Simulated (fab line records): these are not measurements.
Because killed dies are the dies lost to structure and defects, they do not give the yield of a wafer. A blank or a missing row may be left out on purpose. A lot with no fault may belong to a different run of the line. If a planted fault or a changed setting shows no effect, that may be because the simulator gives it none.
Which tool was responsible? | flow rit-cmos | 7 lots with 21 wafers sampled at 2 steps, on a route of 202 steps

## WHAT THE GAUGES READ, wafer by wafer
RIT_PSD_OVL_MEAS_06.
lot  | measured    | on         | PSD_OVL (nm)
L668 | day 3 19:13 | overlay-01 | 3.0 1.4 1.6
L670 | day 4 05:03 | overlay-02 | 2.6 2.0 2.2
L672 | day 4 14:02 | overlay-01 | -2.0 -1.0 0.1
L680 | day 6 04:47 | overlay-01 | 2.3 1.3 0.2
L684 | day 7 01:22 | overlay-01 | 0.0 0.9 2.0
L687 | day 7 16:01 | overlay-01 | 0.7 -0.2 -0.2
L689 | day 7 21:07 | overlay-01 | -2.5 1.5 -1.3

## TOOL THAT RAN EACH LOT (tool first, then ch and the chambers of the sampled wafers, then the start)
lot  | RIT_NSD_STRIP_09
L668 | plasma-asher-04 ch 1, day 3 17:59
L670 | plasma-asher-04 ch 1, day 4 03:48
L672 | plasma-asher-01 ch 0, day 4 12:38
L680 | plasma-asher-04 ch 0,1, day 6 03:35
L684 | plasma-asher-03 ch 0,1, day 7 00:05
L687 | plasma-asher-01 ch 0,1, day 7 14:52
L689 | plasma-asher-01 ch 0,1, day 7 20:02
- RIT_NSD_STRIP_09: strips in O2, time 180 s.

## THE ANSWER, worked out from the rows above alone
Rule: the usual values come from the lots themselves. Put in order of their means at a reading, lots are off if they are a third of the lots or fewer, leave a main group of 4 or more, and stand apart from it by a gap of 3 or more times the standard deviation of the main group's means; of several such gaps the widest counts. If all means in a main group match to the digits the tables above print for the reading, that group is not used. Also off: a lot with no number at a reading for which 4 or more lots have one. All remaining lots with rows at the step are treated as sound.
Across all readings shown, no lot is off: no conclusion can be drawn from this.

## WHAT WAS PUT IN BY THE SIMULATOR
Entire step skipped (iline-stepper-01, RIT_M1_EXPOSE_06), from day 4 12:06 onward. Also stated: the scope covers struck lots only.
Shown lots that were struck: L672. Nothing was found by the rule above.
